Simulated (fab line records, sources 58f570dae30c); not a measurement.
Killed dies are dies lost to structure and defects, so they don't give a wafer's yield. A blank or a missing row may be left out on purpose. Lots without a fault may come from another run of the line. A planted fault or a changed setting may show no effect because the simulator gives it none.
fab line records | flow berkeley_cmos170
record lots=5 wafers=15 last_day=11
route steps=331 shown SCREENOX@101 NVT@104 PVT@115 GATE@125 FIELD@126
lots that met no fault: from a run of the same line without faults
start_h: hours from the record's first day to the start of the lot's first wafer shown | wait_h: hours since the lot's step before | " the same as in the row above | L1.1+2: a row that stands for several wafers | - no value, or no start given | * or withheld: withheld | < > ~ a bound
route shown NAME@n: a module of which the file shows steps, and the number in the route of the first | usual: mean/standard deviation of fault-free wafers | same: alike in all rows | chamber/n: place in a boat | sites: the reading at each site | _std_site: their standard deviation | _edge_site: outer sites' mean less inner sites' | radius_mm: how far each site lies from the wafer's centre | mask NAME#n: copy n | behind: the tool/chamber that last shaped the wafer | hold: why the lot was held/for how many hours/how that ended | device: the transistor (n, p or np) that didn't switch | end of line: the same wafers' tests at the end of the route | a step without rows: its recipe alone | killed: dies lost to structure and defects at the first sort, not the wafer's yield | map: a wafer's dies, x killed, . not, _ none there
set.NAME: the setting as run; set.NAME@STEP: as run at that earlier step | model.NAME: the simulator's own value behind a step, which no gauge read
lots at some steps of the route; a table a step, a row a wafer
services: from which hour (start_h, from the record's first day; less than 0 if before it) a tool's chamber was out of use, for how many hours, and why
## steps
# step UCB170_SCREENOX_OXIDATION_01
# recipe temp_c=900 ambient=O2 target_thk_a=144 ox_time_s=2368
# usual ox_temp_c=900.0/0.35 spike_tc_source_C=924.6/1.5 tube_center_temp_C=900/0.08 zone_power_centre_pct=41/4.5
# columns lot.wafer tool chamber start_h wait_h ox_temp_c spike_tc_source_C tube_center_temp_C zone_power_centre_pct
L081.3 furnace-04 0 145.66 3.4 899.6 925.2 899.85 36
L081.4 " 0 " " 900.3 924.9 900.08 37
L081.5 " 0 " " 899.5 925.2 899.86 36
L082.1 furnace-04 0 145.66 3.4 900.0 923.6 900.09 35
L082.3 " 0 " " 899.7 925.0 900.17 35
L082.6 " 0 " " 899.4 924.7 900.04 36
L084.1 furnace-04 0 145.66 3.4 900.0 923.0 900.01 36
L084.2 " 0 " " 900.0 924.2 899.91 36
L084.4 " 0 " " 900.3 925.4 900.01 36
L094.2 furnace-04 0 203.08 2.3 900.1 923.9 900.09 36
L094.4 " 0 " " 900.9 924.9 899.97 35
L094.5 " 0 " " 900.3 923.8 900.04 36
L095.2 furnace-04 0 210.36 2.5 899.7 922.9 899.98 36
L095.3 " 0 " " 899.2 925.5 899.97 36
L095.4 " 0 " " 899.8 925.0 900.14 36
# step UCB170_SCREENOX_THK_MEAS_02
# recipe reads=SiO2_of_SCREENOX_OXIDATION_01
# usual SCREENOX_OXIDE_THK=14.21/0.25
# columns lot.wafer tool chamber start_h wait_h SCREENOX_OXIDE_THK[nm]
L082.1 film_metro-01 - 147.33 0.0 14.18
L082.3 " - " " 14.03
L082.6 " - " " 14.55
L081.3 film_metro-03 - 147.35 0.0 14.57
L081.4 " - " " 14.53
L081.5 " - " " 14.55
L084.1 film_metro-03 - 147.39 0.1 14.68
L084.2 " - " " 14.74
L084.4 " - " " 14.77
L094.2 film_metro-04 - 204.75 0.0 14.55
L094.4 " - " " 14.49
L094.5 " - " " 14.22
L095.2 film_metro-03 - 212.04 0.0 14.06
L095.3 " - " " 13.95
L095.4 " - " " 14.09
# step UCB170_SCREENOX_ANNEAL_03
# recipe temp_c=900 time_s=900 ambient=N2
# usual spike_tc_source_C=924.3/1.4 tube_center_temp_C=900/0.088 zone_power_centre_pct=42/4.1
# columns lot.wafer tool chamber start_h wait_h spike_tc_source_C tube_center_temp_C zone_power_centre_pct
L081.3 furnace-01 0 150.49 3.1 923.3 899.97 45
L081.4 " 0 " " 923.1 900.05 44
L081.5 " 0 " " 924.3 900.01 44
L082.1 furnace-01 0 150.49 3.1 923.3 900.03 45
L082.3 " 0 " " 923.5 899.98 45
L082.6 " 0 " " 924.3 900.08 45
L084.1 furnace-01 0 150.49 3.1 926.3 900.02 45
L084.2 " 0 " " 923.9 899.96 45
L084.4 " 0 " " 923.5 900 45
L094.2 furnace-02 0 206.13 1.4 927.0 900.03 45
L094.4 " 0 " " 926.9 899.92 46
L094.5 " 0 " " 928.2 899.98 45
L095.2 furnace-01 0 215.77 3.7 924.8 899.97 44
L095.3 " 0 " " 924.0 899.96 45
L095.4 " 0 " " 923.4 899.86 44
# step UCB170_NVT_HMDS_00
# recipe prime_time_s=60 prime_temp_c=100
# columns lot.wafer tool chamber start_h wait_h
L084.1+2+4 litho_track-03 0 151.99 0.3
L081.3+4+5 litho_track-02 0 152.09 0.4
L082.1+3+6 litho_track-01 0 152.19 0.5
L094.2+4+5 litho_track-02 0 207.43 0.0
L095.2+3+4 litho_track-02 0 217.05 0.0
# step UCB170_NVT_COAT_01
# recipe resist=KrF spin_rpm=1500 resist_thk_nm=900
# columns lot.wafer tool chamber start_h wait_h
L084.1+2+4 litho_track-03 0 152.14 0.1
L081.3+4+5 litho_track-02 0 152.24 0.1
L082.1+3+6 litho_track-01 0 152.34 0.1
L094.2+4+5 litho_track-02 0 207.58 0.1
L095.2+3+4 litho_track-02 0 217.20 0.1
# step UCB170_NVT_SOFTBAKE_02
# recipe resist=KrF temp_c=130 time_s=60
# usual heater_power_total_W=56.79/0.044
# columns lot.wafer tool chamber start_h wait_h heater_power_total_W
L084.1 litho_track-03 0 152.29 0.1 56.73
L084.2 " 0 " " 56.79
L084.4 " 0 " " 56.82
L081.3 litho_track-02 0 152.39 0.1 56.83
L081.4 " 0 " " 56.83
L081.5 " 0 " " 56.83
L082.1 litho_track-01 0 152.49 0.1 56.77
L082.3 " 0 " " 56.82
L082.6 " 0 " " 56.74
L094.2 litho_track-02 0 207.73 0.1 56.86
L094.4 " 0 " " 56.74
L094.5 " 0 " " 56.84
L095.2 litho_track-02 0 217.35 0.1 56.76
L095.3 " 0 " " 56.83
L095.4 " 0 " " 56.79
# step UCB170_NVT_EXPOSE_03
# recipe mask_id=PWELL target_cd_nm=3000 na=0.5 sigma_outer=0.6 source_shape=conventional dose_mj=30
# usual stage_vel_mm_s=500.03/0.28
# same na=0.5
# columns lot.wafer tool chamber start_h wait_h mask stage_vel_mm_s
L084.1 krf_scanner-01 0 152.57 0.2 PWELL#0 499.74
L084.2 " 0 " " PWELL#0 499.59
L084.4 " 0 " " PWELL#0 500.16
L081.3 krf_scanner-01 0 152.72 0.3 PWELL#0 500.07
L081.4 " 0 " " PWELL#0 500.03
L081.5 " 0 " " PWELL#0 499.38
L082.1 krf_scanner-01 0 152.80 0.3 PWELL#0 499.80
L082.3 " 0 " " PWELL#0 499.57
L082.6 " 0 " " PWELL#0 499.87
L094.2 krf_scanner-01 0 207.87 0.1 PWELL#0 500.04
L094.4 " 0 " " PWELL#0 500.14
L094.5 " 0 " " PWELL#0 500.21
L095.2 krf_scanner-01 0 217.61 0.2 PWELL#0 499.79
L095.3 " 0 " " PWELL#0 499.71
L095.4 " 0 " " PWELL#0 500.33
# step UCB170_NVT_PEB_04
# recipe peb_temp_c=130 peb_time_s=withheld resist=KrF
# usual heater_power_total_W=56.81/0.043
# columns lot.wafer tool chamber start_h wait_h heater_power_total_W
L084.1 litho_track-03 0 152.89 0.3 56.85
L084.2 " 0 " " 56.80
L084.4 " 0 " " 56.86
L081.3 litho_track-02 0 152.99 0.2 56.88
L081.4 " 0 " " 56.84
L081.5 " 0 " " 56.86
L082.1 litho_track-01 0 153.09 0.3 56.77
L082.3 " 0 " " 56.91
L082.6 " 0 " " 56.83
L094.2 litho_track-01 0 207.99 0.1 56.78
L094.4 " 0 " " 56.84
L094.5 " 0 " " 56.85
L095.2 litho_track-03 0 217.75 0.1 56.80
L095.3 " 0 " " 56.72
L095.4 " 0 " " 56.85
# step UCB170_NVT_DEVELOP_05
# recipe developer=TMAH develop_time_s=45 resist=KrF dev_temp_c=21
# usual developer_temp_C=21.01/0.11
# columns lot.wafer tool chamber start_h wait_h developer_temp_C
L084.1 litho_track-03 0 - - 20.96
L084.2 " 0 " " 20.96
L084.4 " 0 " " 20.95
L081.3 litho_track-02 0 - - 20.99
L081.4 " 0 " " 21.25
L081.5 " 0 " " 21.10
L082.1 litho_track-01 0 - - 21.02
L082.3 " 0 " " 21.10
L082.6 " 0 " " 21.10
L094.2 litho_track-01 0 - - 21.06
L094.4 " 0 " " 21.07
L094.5 " 0 " " 21.05
L095.2 litho_track-03 0 - - 21.11
L095.3 " 0 " " 20.88
L095.4 " 0 " " 20.98
# step UCB170_NVT_OVL_MEAS_06
# usual NVT_OVL=-3/5.6
# columns lot.wafer tool chamber start_h wait_h NVT_OVL[nm]
L084.1 overlay-02 - 153.17 - -13
L084.2 " - " " -7
L084.4 " - " " -8
L081.3 overlay-01 - 153.23 - 4
L081.4 " - " " -2
L081.5 " - " " 2
L082.1 overlay-02 - 153.36 - -5
L082.3 " - " " -1
L082.6 " - " " 2
L094.2 overlay-01 - 208.25 - -5
L094.4 " - " " -8
L094.5 " - " " -7
L095.2 overlay-02 - 218.00 - 2
L095.3 " - " " -7
L095.4 " - " " -2
# step UCB170_NVT_IMPLANT_07
# recipe species=BF2 dose_cm2=3e+12 energy_kev=50 tilt_deg=7
# usual beam_energy_keV=50.000/0.015 beam_on_s=10.00/0.2
# columns lot.wafer tool chamber start_h wait_h beam_energy_keV beam_on_s
L084.1 implanter-01 0 153.20 0.0 49.996 10.06
L084.2 " 0 " " 49.976 9.84
L084.4 " 0 " " 49.976 9.73
L081.3 implanter-02 0 153.30 0.1 49.970 9.92
L081.4 " 0 " " 50.016 9.69
L081.5 " 0 " " 49.988 9.77
L082.1 implanter-03 0 153.40 0.0 50.012 10.35
L082.3 " 0 " " 50.001 10.08
L082.6 " 0 " " 50.009 9.90
L094.2 implanter-02 0 208.31 0.0 49.998 10.38
L094.4 " 0 " " 50.001 9.94
L094.5 " 0 " " 49.992 9.78
L095.2 implanter-02 0 218.06 0.0 49.982 10.28
L095.3 " 0 " " 50.022 9.75
L095.4 " 0 " " 50.012 9.95
# step UCB170_NVT_STRIP_08
# recipe chemistry=O2 power_w=400 pressure_mtorr=3500 platen_temp_c=withheld o2_flow_sccm=400 overash_fraction=0.5
# usual drypump_motor_current_A=5.6/0.47 o2_flow_sccm=399.9/1.2 oes_product_au=0.734/0.005 strip_time_to_endpoint_s=21.63/0.061
# columns lot.wafer tool chamber start_h wait_h drypump_motor_current_A o2_flow_sccm oes_product_au rf_hours_counter_h strip_time_to_endpoint_s
L084.1 plasma_asher-01 1 153.35 0.1 5.4 402.4 0.735 4 21.65
L084.2 " 0 " " 5.2 401.1 0.738 4 21.69
L084.4 " 0 " " 5.3 402.9 0.739 - 21.74
L081.3 plasma_asher-04 0 153.44 0.1 5.3 399.2 0.731 - 21.58
L081.4 " 1 " " 6.4 400.9 0.732 - 21.63
L081.5 " 0 " " 5.3 401.3 0.729 - 21.61
L082.1 plasma_asher-02 0 153.55 0.1 5.1 400.0 0.737 47 21.57
L082.3 " 0 " " 5.1 399.0 0.739 - 21.58
L082.6 " 0 " " 5.1 402.0 0.730 - 21.60
L094.2 plasma_asher-02 1 208.43 0.1 6.1 400.4 0.733 54 21.65
L094.4 " 1 " " 6.1 399.1 0.741 - 21.65
L094.5 " 1 " " 6.1 399.1 0.737 - 21.63
L095.2 plasma_asher-01 1 218.18 0.1 5.4 398.6 0.735 11 21.62
L095.3 " 1 " " 5.4 398.8 0.727 - 21.51
L095.4 " 0 " " 5.2 399.3 0.737 - 21.58
# step UCB170_NVT_TW_MEAS_09
# usual NVT_TW=523/3.1
# columns lot.wafer tool chamber start_h wait_h NVT_TW
L084.1 film_metro-02 - 153.45 0.1 522
L084.2 " - " " 523
L084.4 " - " " 525
L081.3 film_metro-03 - 153.52 0.1 522
L081.4 " - " " 524
L081.5 " - " " 524
L082.1 film_metro-04 - 153.65 0.1 525
L082.3 " - " " 525
L082.6 " - " " 525
L094.2 film_metro-02 - 208.54 0.1 527
L094.4 " - " " 524
L094.5 " - " " 527
L095.2 film_metro-03 - 218.29 0.1 527
L095.3 " - " " 525
L095.4 " - " " 527
# step UCB170_NVT_CLEAN_10
# recipe chemistry=SPM temp_c=120 time_s=600
# usual bath_guard_temp_C=120.0/0.51
# columns lot.wafer tool chamber start_h wait_h bath_guard_temp_C
L081.3 wet_bench-02 1 153.64 0.1 119.3
L081.4 " 1 " " 119.4
L081.5 " 1 " " 120.0
L084.1 wet_bench-02 1 153.64 0.2 119.5
L084.2 " 1 " " 119.3
L084.4 " 1 " " 119.6
L082.1 wet_bench-02 0 153.84 0.2 119.9
L082.3 " 0 " " 119.6
L082.6 " 0 " " 119.5
L094.2 wet_bench-01 0 208.59 0.0 120.1
L094.4 " 0 " " 120.0
L094.5 " 0 " " 120.3
L095.2 wet_bench-01 1 218.92 0.6 120.4
L095.3 " 1 " " 120.3
L095.4 " 1 " " 120.7
# step UCB170_PVT_HMDS_00
# recipe prime_time_s=60 prime_temp_c=100
# columns lot.wafer tool chamber start_h wait_h
L084.1+2+4 litho_track-04 0 154.13 0.3
L081.3+4+5 litho_track-01 0 154.31 0.5
L082.1+3+6 litho_track-01 0 154.71 0.7
L094.2+4+5 litho_track-01 0 208.82 0.0
L095.2+3+4 litho_track-01 0 219.12 0.0
# step UCB170_PVT_COAT_01
# recipe resist=KrF spin_rpm=1500 resist_thk_nm=900
# columns lot.wafer tool chamber start_h wait_h
L084.1+2+4 litho_track-04 0 154.28 0.1
L081.3+4+5 litho_track-01 0 154.46 0.1
L082.1+3+6 litho_track-01 0 154.86 0.1
L094.2+4+5 litho_track-01 0 208.97 0.1
L095.2+3+4 litho_track-01 0 219.27 0.1
# step UCB170_PVT_SOFTBAKE_02
# recipe resist=KrF temp_c=130 time_s=60
# usual heater_power_total_W=56.80/0.046
# columns lot.wafer tool chamber start_h wait_h heater_power_total_W
L084.1 litho_track-04 0 154.43 0.1 56.88
L084.2 " 0 " " 56.85
L084.4 " 0 " " 56.87
L081.3 litho_track-01 0 154.61 0.1 56.83
L081.4 " 0 " " 56.79
L081.5 " 0 " " 56.80
L082.1 litho_track-01 0 155.01 0.1 56.75
L082.3 " 0 " " 56.82
L082.6 " 0 " " 56.73
L094.2 litho_track-01 0 209.12 0.1 56.81
L094.4 " 0 " " 56.76
L094.5 " 0 " " 56.86
L095.2 litho_track-01 0 219.42 0.1 56.76
L095.3 " 0 " " 56.76
L095.4 " 0 " " 56.84
# step UCB170_PVT_EXPOSE_03
# recipe mask_id=NWELL target_cd_nm=3000 na=0.5 sigma_outer=0.6 source_shape=conventional dose_mj=30
# usual stage_vel_mm_s=500.00/0.29
# same na=0.5
# columns lot.wafer tool chamber start_h wait_h mask stage_vel_mm_s
L084.1 krf_scanner-02 0 154.58 0.1 NWELL#0 500.20
L084.2 " 0 " " NWELL#0 500.20
L084.4 " 0 " " NWELL#0 499.90
L081.3 krf_scanner-02 0 154.75 0.1 NWELL#0 499.80
L081.4 " 0 " " NWELL#0 499.83
L081.5 " 0 " " NWELL#0 499.89
L082.1 krf_scanner-01 0 155.29 0.2 NWELL#0 499.94
L082.3 " 0 " " NWELL#0 499.69
L082.6 " 0 " " NWELL#0 499.53
L094.2 krf_scanner-02 0 209.39 0.2 NWELL#0 499.21
L094.4 " 0 " " NWELL#0 499.30
L094.5 " 0 " " NWELL#0 499.51
L095.2 krf_scanner-02 0 219.69 0.2 NWELL#0 500.29
L095.3 " 0 " " NWELL#0 500.16
L095.4 " 0 " " NWELL#0 499.80
# step UCB170_PVT_PEB_04
# recipe peb_temp_c=130 peb_time_s=withheld resist=KrF
# usual heater_power_total_W=56.81/0.043
# columns lot.wafer tool chamber start_h wait_h heater_power_total_W
L084.1 litho_track-03 0 155.07 0.5 56.83
L084.2 " 0 " " 56.78
L084.4 " 0 " " 56.84
L081.3 litho_track-04 0 155.36 0.6 56.83
L081.4 " 0 " " 56.75
L081.5 " 0 " " 56.87
L082.1 litho_track-03 0 155.62 0.3 56.82
L082.3 " 0 " " 56.83
L082.6 " 0 " " 56.80
L094.2 litho_track-03 0 209.70 0.3 56.80
L094.4 " 0 " " 56.82
L094.5 " 0 " " 56.84
L095.2 litho_track-04 0 219.85 0.1 56.76
L095.3 " 0 " " 56.80
L095.4 " 0 " " 56.77
# step UCB170_PVT_DEVELOP_05
# recipe developer=TMAH develop_time_s=45 resist=KrF dev_temp_c=21
# usual developer_temp_C=21.04/0.1
# columns lot.wafer tool chamber start_h wait_h developer_temp_C
L084.1 litho_track-03 0 - - 20.98
L084.2 " 0 " " 20.95
L084.4 " 0 " " 21.05
L081.3 litho_track-04 0 - - 21.10
L081.4 " 0 " " 21.06
L081.5 " 0 " " 21.01
L082.1 litho_track-03 0 - - 21.01
L082.3 " 0 " " 21.15
L082.6 " 0 " " 20.95
L094.2 litho_track-03 0 - - 20.87
L094.4 " 0 " " 20.95
L094.5 " 0 " " 21.09
L095.2 litho_track-04 0 - - 21.06
L095.3 " 0 " " 21.04
L095.4 " 0 " " 21.06
# step UCB170_PVT_OVL_MEAS_06
# usual PVT_OVL=0/5.4
# columns lot.wafer tool chamber start_h wait_h PVT_OVL[nm]
L084.1 overlay-01 - 155.34 - -6
L084.2 " - " " -14
L084.4 " - " " -3
L081.3 overlay-01 - 155.60 - -2
L081.4 " - " " 7
L081.5 " - " " -4
L082.1 overlay-02 - 155.89 - -2
L082.3 " - " " 2
L082.6 " - " " 6
L094.2 overlay-02 - 209.95 - -1
L094.4 " - " " -5
L094.5 " - " " -4
L095.2 overlay-01 - 220.11 - 4
L095.3 " - " " -5
L095.4 " - " " 4
# step UCB170_PVT_IMPLANT_07
# recipe species=P dose_cm2=2e+12 energy_kev=30 tilt_deg=7
# usual beam_energy_keV=29.997/0.0094 beam_on_s=10.01/0.21
# columns lot.wafer tool chamber start_h wait_h beam_energy_keV beam_on_s
L084.1 implanter-03 0 155.38 0.0 30.003 10.09
L084.2 " 0 " " 29.995 10.41
L084.4 " 0 " " 29.988 10.19
L081.3 implanter-04 0 155.67 0.1 29.994 10.35
L081.4 " 0 " " 29.996 9.84
L081.5 " 0 " " 30.012 9.99
L082.1 implanter-02 0 155.93 0.0 30.002 10.72
L082.3 " 0 " " 30.000 9.88
L082.6 " 0 " " 29.994 9.96
L094.2 implanter-02 0 210.01 0.0 29.993 10.10
L094.4 " 0 " " 29.994 9.74
L094.5 " 0 " " 29.992 9.93
L095.2 implanter-04 0 220.16 0.0 30.006 9.89
L095.3 " 0 " " 29.985 10.10
L095.4 " 0 " " 30.002 9.75
# step UCB170_PVT_STRIP_08
# recipe chemistry=O2 power_w=400 pressure_mtorr=3500 platen_temp_c=withheld o2_flow_sccm=400 overash_fraction=0.5
# usual drypump_motor_current_A=5.5/0.51 o2_flow_sccm=400.0/1.3 oes_product_au=0.734/0.0043 strip_time_to_endpoint_s=21.66/0.072
# columns lot.wafer tool chamber start_h wait_h drypump_motor_current_A o2_flow_sccm oes_product_au rf_hours_counter_h strip_time_to_endpoint_s
L084.1 plasma_asher-02 0 155.53 0.1 5.1 400.1 0.731 47 21.69
L084.2 " 1 " " 6.1 399.5 0.735 47 21.85
L084.4 " 0 " " 5.1 396.6 0.729 - 21.78
L081.3 plasma_asher-02 0 155.80 0.1 5.1 399.8 0.741 - 21.52
L081.4 " 1 " " 6.1 401.2 0.732 - 21.52
L081.5 " 0 " " 5.1 397.7 0.733 - 21.58
L082.1 plasma_asher-03 1 156.08 0.1 4.9 400.3 0.733 43 21.58
L082.3 " 1 " " 4.9 399.6 0.736 - 21.60
L082.6 " 0 " " 5.6 399.0 0.718 - 21.54
L094.2 plasma_asher-04 1 210.13 0.1 6.4 398.3 0.736 45 21.65
L094.4 " 1 " " 6.4 398.4 0.732 - 21.69
L094.5 " 1 " " 6.4 398.8 0.732 - 21.68
L095.2 plasma_asher-03 1 220.29 0.1 4.9 400.9 0.732 51 21.63
L095.3 " 0 " " 5.6 399.0 0.735 - 21.62
L095.4 " 1 " " 4.9 401.6 0.735 - 21.58
# step UCB170_PVT_TW_MEAS_09
# usual PVT_TW=508/3.2
# columns lot.wafer tool chamber start_h wait_h PVT_TW
L084.1 film_metro-04 - 155.63 0.1 506
L084.2 " - " " 508
L084.4 " - " " 507
L081.3 film_metro-01 - 155.89 0.1 504
L081.4 " - " " 506
L081.5 " - " " 505
L082.1 film_metro-01 - 156.18 0.1 508
L082.3 " - " " 510
L082.6 " - " " 507
L094.2 film_metro-01 - 210.24 0.1 510
L094.4 " - " " 510
L094.5 " - " " 510
L095.2 film_metro-04 - 220.40 0.1 504
L095.3 " - " " 501
L095.4 " - " " 504
# step UCB170_GATE_WET_ETCH_00
# recipe chemistry=dHF dilution=25:1 target=SiO2 temp_c=25 time_s=200
# columns lot.wafer tool chamber start_h wait_h
L084.1+2+4 wet_bench-01 2 155.69 0.1
L081.3+4+5 wet_bench-04 2 155.95 0.1
L082.1+3+6 wet_bench-01 2 156.24 0.1
L094.2+4+5 wet_bench-04 1 210.29 0.0
L095.2+3+4 wet_bench-04 0 220.67 0.3
# step UCB170_FIELD_THK_MEAS_91
# recipe reads=SiO2_of_FIELD_OXIDATION_01
# usual FIELD_OXIDE_LEFT_2_THK=355/13
# columns lot.wafer tool chamber start_h wait_h FIELD_OXIDE_LEFT_2_THK[nm]
L084.1 film_metro-02 - 155.75 0.0 345
L084.2 " - " " 348
L084.4 " - " " 345
L081.3 film_metro-02 - 156.04 0.0 358
L081.4 " - " " 355
L081.5 " - " " 359
L082.1 film_metro-01 - 156.30 0.0 344
L082.3 " - " " 343
L082.6 " - " " 351
L094.2 film_metro-02 - 210.37 0.0 362
L094.4 " - " " 373
L094.5 " - " " 371
L095.2 film_metro-04 - 220.74 0.0 369
L095.3 " - " " 362
L095.4 " - " " 366
# step UCB170_GATE_OXIDATION_01
# recipe temp_c=850 ambient=O2 target_thk_a=66 ox_time_s=1800
# usual ox_temp_c=850.1/0.38 spike_tc_source_C=874.7/2 tube_center_temp_C=850.01/0.08 zone_power_centre_pct=41.9/1.2
# columns lot.wafer tool chamber start_h wait_h ox_temp_c spike_tc_source_C tube_center_temp_C zone_power_centre_pct
L081.3 furnace-02 0 158.15 2.1 850.1 876.9 849.96 42.4
L081.4 " 0 " " 850.3 875.9 850.07 41.8
L081.5 " 0 " " 850.7 877.0 850.13 43.0
L082.1 furnace-02 0 158.15 1.8 850.0 876.2 850.09 42.6
L082.3 " 0 " " 850.1 875.2 849.94 41.9
L082.6 " 0 " " 849.8 877.3 850.05 42.8
L084.1 furnace-02 0 158.15 2.4 850.3 874.3 850.06 42.8
L084.2 " 0 " " 850.6 875.1 850.02 42.7
L084.4 " 0 " " 850.6 877.1 850.02 42.3
L094.2 furnace-02 0 215.25 4.9 849.5 876.9 849.99 43.3
L094.4 " 0 " " 849.5 876.5 850.01 42.4
L094.5 " 0 " " 849.6 875.6 850.14 43.3
L095.2 furnace-02 0 224.08 3.3 850.0 876.3 850.12 43.2
L095.3 " 0 " " 849.6 877.2 849.93 42.3
L095.4 " 0 " " 850.1 875.3 850.01 42.6
# step UCB170_GATE_THK_MEAS_02
# recipe reads=SiO2_of_GATE_OXIDATION_01
# usual GATE_OXIDE_THK=6.57/0.13
# columns lot.wafer tool chamber start_h wait_h GATE_OXIDE_THK[nm]
L084.1 film_metro-03 - 159.65 0.0 6.45
L084.2 " - " " 6.46
L084.4 " - " " 6.49
L081.3 film_metro-02 - 159.67 0.0 6.52
L081.4 " - " " 6.48
L081.5 " - " " 6.63
L082.1 film_metro-03 - 159.71 0.1 6.62
L082.3 " - " " 6.55
L082.6 " - " " 6.66
L094.2 film_metro-01 - 216.76 0.0 6.70
L094.4 " - " " 6.62
L094.5 " - " " 6.55
L095.2 film_metro-02 - 225.59 0.0 6.34
L095.3 " - " " 6.40
L095.4 " - " " 6.35
# step UCB170_GATE_ANNEAL_03
# recipe temp_c=900 time_s=1800 ambient=N2
# usual spike_tc_source_C=924.4/1.9 tube_center_temp_C=900/0.083 zone_power_centre_pct=43.9/1.7
# columns lot.wafer tool chamber start_h wait_h spike_tc_source_C tube_center_temp_C zone_power_centre_pct
L081.3 furnace-02 0 162.33 2.7 926.9 900 45.1
L081.4 " 0 " " 925.5 900.15 46.0
L081.5 " 0 " " 928.0 900.14 45.9
L082.1 furnace-02 0 162.33 2.6 926.9 900.03 45.1
L082.3 " 0 " " 925.9 899.97 45.3
L082.6 " 0 " " 927.6 899.99 45.2
L084.1 furnace-02 0 162.33 2.7 926.2 900.07 44.8
L084.2 " 0 " " 927.6 899.94 45.3
L084.4 " 0 " " 927.4 900.03 45.5
L094.2 furnace-01 0 219.85 3.1 922.2 900.09 43.8
L094.4 " 0 " " 923.3 899.98 44.0
L094.5 " 0 " " 924.4 900.04 44.7
L095.2 furnace-03 0 229.81 4.2 922.6 899.92 41.0
L095.3 " 0 " " 923.8 900.2 41.1
L095.4 " 0 " " 925.0 900.1 41.3
# step UCB170_GATE_CVD_04
# recipe material=poly-Si temp_c=610 precursor=SiH4 time_s=1440 pressure_mtorr=375 target_thk_nm=214 sih4_flow_sccm=120
# usual pressure_mtorr=374.7/0.83 spike_tc_source_C=628/3.9 zone_power_centre_pct=28.8/1.2
# columns lot.wafer tool chamber start_h wait_h pressure_mtorr spike_tc_source_C zone_power_centre_pct
L081.3 lpcvd-02 0 163.83 0.0 375.1 627 30.5
L081.4 " 0 " " 375.3 626 30.6
L081.5 " 0 " " 373.4 628 30.4
L082.1 lpcvd-02 0 163.83 0.0 374.1 628 29.8
L082.3 " 0 " " 374.7 628 30.9
L082.6 " 0 " " 375.0 628 30.6
L084.1 lpcvd-02 1 163.83 0.0 376.4 632 27.9
L084.2 " 1 " " 375.5 633 27.5
L084.4 " 1 " " 375.8 633 28.2
L094.2 lpcvd-01 0 221.49 0.1 374.8 624 28.3
L094.4 " 0 " " 374.2 623 27.9
L094.5 " 0 " " 375.6 623 27.6
L095.2 lpcvd-01 0 231.45 0.1 375.9 624 27.8
L095.3 " 0 " " 375.0 624 27.5
L095.4 " 0 " " 374.4 624 27.8
# step UCB170_GATE_THK_MEAS_05
# recipe reads=poly-Si_of_GATE_CVD_04
# usual GATE_POLY_THK=212.9/1.9
# columns lot.wafer tool chamber start_h wait_h GATE_POLY_THK[nm]
L084.1 film_metro-02 - 165.23 0.0 213.4
L084.2 " - " " 212.3
L084.4 " - " " 213.3
L081.3 film_metro-03 - 165.25 0.0 216.1
L081.4 " - " " 214.2
L081.5 " - " " 214.5
L082.1 film_metro-02 - 165.29 0.1 212.7
L082.3 " - " " 210.8
L082.6 " - " " 210.3
L094.2 film_metro-03 - 222.90 0.0 211.2
L094.4 " - " " 210.9
L094.5 " - " " 211.8
L095.2 film_metro-01 - 232.86 0.0 213.8
L095.3 " - " " 213.4
L095.4 " - " " 212.2
# step UCB170_GATE_COAT_06
# recipe resist=BARC temp_c=withheld time_s=withheld spin_rpm=2965 resist_thk_nm=withheld
# columns lot.wafer tool chamber start_h wait_h
L084.1+2+4 litho_track-04 0 165.34 0.1
L081.3+4+5 litho_track-02 0 165.57 0.3
L082.1+3+6 litho_track-01 0 165.76 0.5
L094.2+4+5 litho_track-04 0 223.01 0.1
L095.2+3+4 litho_track-01 0 232.94 0.1
# step UCB170_GATE_COAT_07
# recipe resist=KrF spin_rpm=1500 resist_thk_nm=900
# columns lot.wafer tool chamber start_h wait_h
L084.1+2+4 litho_track-04 0 - -
L081.3+4+5 litho_track-02 0 - -
L082.1+3+6 litho_track-01 0 - -
L094.2+4+5 litho_track-04 0 - -
L095.2+3+4 litho_track-01 0 - -
# step UCB170_GATE_SOFTBAKE_08
# recipe resist=KrF temp_c=130 time_s=60
# usual heater_power_total_W=56.80/0.045
# columns lot.wafer tool chamber start_h wait_h heater_power_total_W
L084.1 litho_track-04 0 - - 56.78
L084.2 " 0 " " 56.82
L084.4 " 0 " " 56.80
L081.3 litho_track-02 0 - - 56.82
L081.4 " 0 " " 56.86
L081.5 " 0 " " 56.80
L082.1 litho_track-01 0 - - 56.82
L082.3 " 0 " " 56.83
L082.6 " 0 " " 56.76
L094.2 litho_track-04 0 - - 56.85
L094.4 " 0 " " 56.80
L094.5 " 0 " " 56.73
L095.2 litho_track-01 0 - - 56.83
L095.3 " 0 " " 56.80
L095.4 " 0 " " 56.83
# step UCB170_GATE_EXPOSE_09
# recipe mask_id=POLY target_cd_nm=350 na=0.5 sigma_outer=0.6 source_shape=conventional dose_mj=21
# usual stage_vel_mm_s=499.98/0.23
# same na=0.5
# columns lot.wafer tool chamber start_h wait_h mask stage_vel_mm_s
L084.1 krf_scanner-02 0 166.13 - POLY#0 500.27
L084.2 " 0 " " POLY#0 500.04
L084.4 " 0 " " POLY#0 500.23
L081.3 krf_scanner-02 0 166.28 - POLY#0 499.93
L081.4 " 0 " " POLY#0 500.02
L081.5 " 0 " " POLY#0 499.90
L082.1 krf_scanner-01 0 166.48 - POLY#0 499.97
L082.3 " 0 " " POLY#0 499.81
L082.6 " 0 " " POLY#0 499.98
L094.2 krf_scanner-01 0 223.78 - POLY#0 500.02
L094.4 " 0 " " POLY#0 499.83
L094.5 " 0 " " POLY#0 499.85
L095.2 krf_scanner-01 0 233.38 - POLY#0 500.05
L095.3 " 0 " " POLY#0 499.93
L095.4 " 0 " " POLY#0 500.28
## services
# columns tool chamber start_h hours kind
implanter-02 - 125.26 2.2 repair
furnace-01 - 139.67 4.1 pm
implanter-03 - 146.23 2.3 repair
krf_scanner-02 - 151.81 1.3 pm
krf_scanner-02 0 154.69 - calibration
implanter-01 - 161.07 4.3 pm
plasma_asher-01 - 163.66 9.1 repair
krf_scanner-01 - 167.65 1.3 pm
furnace-02 - 168.08 2.5 pm
implanter-03 - 172.35 2.0 repair
implanter-02 - 190.28 2.1 repair
krf_scanner-01 0 194.61 - calibration
plasma_asher-03 - 199.62 1.3 repair
plasma_asher-01 - 205.54 1.5 repair
implanter-01 - 213.90 3.0 pm
krf_scanner-02 - 218.79 0.8 pm
krf_scanner-02 - 222.50 3.2 repair
krf_scanner-02 - 225.65 1.0 pm
plasma_asher-03 - 227.13 12.4 repair
krf_scanner-01 - 228.07 1.0 pm
plasma_asher-03 - 232.44 3.0 repair
## key
fault none
